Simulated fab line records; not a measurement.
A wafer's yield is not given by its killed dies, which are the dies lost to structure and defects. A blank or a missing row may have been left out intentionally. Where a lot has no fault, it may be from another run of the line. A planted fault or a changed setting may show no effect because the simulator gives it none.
A lot that was struck, set against a sound lot :: flow berkeley_cmos170 :: 44 steps out of a route of 331
Sound: the wafers L565.2, L565.3, L565.6. The struck wafers were L574.1, L574.3, L574.6. The cause is named last.
Each step with rows lists, per side, the tool, then ch with its chambers, then its first start. Under that, the readings that differ: sound wafers :: struck wafers :: difference of the means :: sigmas: that difference in standard deviations of wafers without a fault.
alike: readings with means less than 2 such deviations apart, plus words and numbers identical on both sides. not compared: withheld readings, readings lacking a value on some wafer, bounds such as >300 that could conceal the same value, and numbers that have no deviation in the record and whose values overlap.
The two part at a step that has a row with sigmas, a row that says differs or no value, or rows on one side only. When numbers do not overlap yet have no deviation, they are printed without sigmas and do not part them. A reading that every wafer of one side lacks parts them only if that side has two wafers or more.

first, 1 step without rows for these wafers: UCB170_PLDD_IMPLANT_09.
UCB170_PLDD_STRIP_10: strips in O2.
  sound on plasma_asher-02 ch 1, day 8 07:51; struck on plasma_asher-03 ch 0,1, day 10 15:21
reading: drypump_motor_current_A (A)
sound: 5.23 5.24 5.23
struck: 5.80 5.68 5.80
difference: +0.53
sigmas: +2

reading: strip_time_to_endpoint_s (s)
sound: 21.76 21.71 21.74
struck: 21.60 21.58 21.64
difference: -0.13
sigmas: -2
  alike: o2_flow_sccm, oes_product_au
  not compared: rf_hours_counter_h
UCB170_PLDD_TW_MEAS_11:
  struck on film_metro-03, day 10 15:27; sound on film_metro-03, day 8 07:58
  alike: PLDD_TW
then, 7 steps without rows for these wafers: UCB170_PLDD_CLEAN_12 (cleans in SPM, time 600 s); UCB170_NLDD_HMDS_00 (prime time 60 s); UCB170_NLDD_COAT_01 (resist thk 900 nm); UCB170_NLDD_SOFTBAKE_02 (time 60 s); UCB170_NLDD_EXPOSE_03 (exposes mask NSELECT, target cd 1200 nm); UCB170_NLDD_PEB_04; UCB170_NLDD_DEVELOP_05 (develop time 45 s).
UCB170_NLDD_CD_MEAS_06 targets a cd of 1200 nm.
  struck on cd_sem-02, day 10 16:32; sound on cd_sem-01, day 8 10:34
  alike: cd_nm
UCB170_NLDD_OVL_MEAS_07:
  struck on overlay-01, day 10 16:39; sound on overlay-01, day 8 10:40
  alike: NLDD_OVL
UCB170_NLDD_IMPLANT_08:
  sound on implanter-03 ch 0, day 8 10:43; struck on implanter-03 ch 0, day 10 16:41
reading: dose_ions_cm2
sound: 5.003e+13 5.007e+13 5.005e+13
struck: 2.768e+13 2.771e+13 2.774e+13
difference: -2.234e+13
sigmas: -99 or more

reading: faraday_current_uA
sound: 159.1 161.4 159.7
struck: 88.1 88.8 88.8
difference: -71.5
sigmas: -25
following that, these wafers have no rows for 1 step: UCB170_NLDD_IMPLANT_09.
UCB170_NLDD_STRIP_10: strips in O2.
  sound on plasma_asher-04 ch 0,1, day 8 10:59; struck on plasma_asher-01 ch 0,1, day 10 16:59
  alike: drypump_motor_current_A, o2_flow_sccm, oes_product_au, strip_time_to_endpoint_s
  not compared: rf_hours_counter_h
UCB170_NLDD_TW_MEAS_11:
  struck on film_metro-01, day 10 17:05; sound on film_metro-02, day 8 11:06
reading: NLDD_TW
sound: 2257 2258 2268
struck: 2077 2079 2092
difference: -178
sigmas: -13
then, 1 step without rows for these wafers: UCB170_NLDD_CLEAN_12 (cleans in SPM, time 600 s).
UCB170_SPACER_CVD_00: deposits SiO2 from TEOS/O2, target thk 376 nm, time 47 s.
  sound on pecvd-02 ch 0,1,2, day 8 11:20; struck on pecvd-02 ch 1,2, day 10 17:19
  alike: heater_power_w, susceptor_temp_C
UCB170_SPACER_THK_MEAS_01:
  struck on film_metro-04, day 10 17:22; sound on film_metro-01, day 8 11:23
  alike: SPACER_TEOS_THK
then, 1 step without rows for these wafers: UCB170_SPACER_ANNEAL_02 (time 1800 s).
UCB170_SPACER_ETCHBACK_03: etches SiO2 in CHF3/CF4/Ar, stops on Si, target depth 376 nm, time 100 s.
  sound on rie_diel-02 ch 0,1, day 8 15:54; struck on rie_diel-03 ch 0,2,3, day 11 00:22
reading: oes_product_au (a.u.)
sound: 0.929 0.916 0.950
struck: 0.899 0.903 0.877
difference: -0.039
sigmas: -2
  alike: drypump_motor_current_A, throttle_valve_pct
  not compared: rf_hours_counter_h
then, 6 steps without rows for these wafers: UCB170_PSD_HMDS_00 (prime time 60 s); UCB170_PSD_COAT_01 (resist thk 900 nm); UCB170_PSD_SOFTBAKE_02 (time 60 s); UCB170_PSD_EXPOSE_03 (exposes mask PSELECT MOD, target cd 1200 nm); UCB170_PSD_PEB_04; UCB170_PSD_DEVELOP_05 (develop time 45 s).
UCB170_PSD_CD_MEAS_06 targets a cd of 1200 nm.
  struck on cd_sem-01, day 11 01:46; sound on cd_sem-02, day 8 17:26
  alike: cd_nm
UCB170_PSD_OVL_MEAS_07:
  struck on overlay-02, day 11 01:53; sound on overlay-02, day 8 17:33
  alike: PSD_OVL
following that, these wafers have no rows for 1 step: UCB170_PSD_IMPLANT_08.
UCB170_PSD_STRIP_09: strips in O2.
  sound on plasma_asher-03 ch 0,1, day 8 17:44; struck on plasma_asher-03 ch 1, day 11 02:04
  alike: drypump_motor_current_A, o2_flow_sccm, oes_product_au, strip_time_to_endpoint_s
  not compared: rf_hours_counter_h
UCB170_PSD_TW_MEAS_10:
  struck on film_metro-02, day 11 02:10; sound on film_metro-03, day 8 17:50
reading: PSD_TW
sound: 2332 2327 2338
struck: 2367 2366 2363
difference: +33
sigmas: +2
then, 7 steps without rows for these wafers: UCB170_PSD_CLEAN_11 (cleans in SPM, time 600 s); UCB170_NSD_HMDS_00 (prime time 60 s); UCB170_NSD_COAT_01 (resist thk 907.9 nm); UCB170_NSD_SOFTBAKE_02 (time 60 s); UCB170_NSD_EXPOSE_03 (exposes mask NSELECT MOD, target cd 1200 nm); UCB170_NSD_PEB_04; UCB170_NSD_DEVELOP_05 (develop time 45 s).
UCB170_NSD_CD_MEAS_06 targets a cd of 1200 nm.
  struck on cd_sem-01, day 11 03:22; sound on cd_sem-02, day 8 19:13
  alike: cd_nm
UCB170_NSD_OVL_MEAS_07:
  struck on overlay-02, day 11 03:29; sound on overlay-02, day 8 19:19
reading: NSD_OVL (nm)
sound: -5 -2 0
struck: 14 8 14
difference: +14
sigmas: +2
following that, these wafers have no rows for 1 step: UCB170_NSD_IMPLANT_08.
UCB170_SDANNEAL_RS_MEAS_05: uses a four-point probe to measure.
  struck on film_metro-02, day 11 05:13; sound on film_metro-02, day 8 21:16
reading: NLDD_RS (ohm/sq)
sound: 614.0 616.0 614.8
struck: 729.9 728.7 729.5
difference: +114.4
sigmas: +72
UCB170_M3_PROBE_99:
  struck on prober-02, day 12 02:26; sound on prober-01, day 9 18:11
reading: model.etest.nldd.line_ohm_um
sound: 1229 1199 1219
struck: 1610 1611
difference: +395
sigmas: 

reading: model.etest.nldd.rs_ohm_sq
sound: 757.2 760.8 764.2
struck: 953.7 955.7
difference: +194.0
sigmas: 

reading: model.etest.nmos_0p35.r_on_ohm_um
sound: 1463 1418 1454
struck: 1524 1542
difference: +88
sigmas: 

reading: model.etest.nmos_0p6.r_on_ohm_um
sound: 2285 2246 2264
struck: 2349 2370
difference: +94
sigmas: 

reading: model.etest.nmos_turned.overlap_ff_um
sound: 0.2862 0.2887 0.2824
struck: 0.2759 0.2732
difference: -0.0112
sigmas: 
  not compared: model.etest.nmos_0p35.overlap_ff_um

## WHERE THEY PART
Last at UCB170_SDANNEAL_RS_MEAS_05 as far as this record goes, first at UCB170_PLDD_STRIP_10.

WHY: the cause the simulator had injected
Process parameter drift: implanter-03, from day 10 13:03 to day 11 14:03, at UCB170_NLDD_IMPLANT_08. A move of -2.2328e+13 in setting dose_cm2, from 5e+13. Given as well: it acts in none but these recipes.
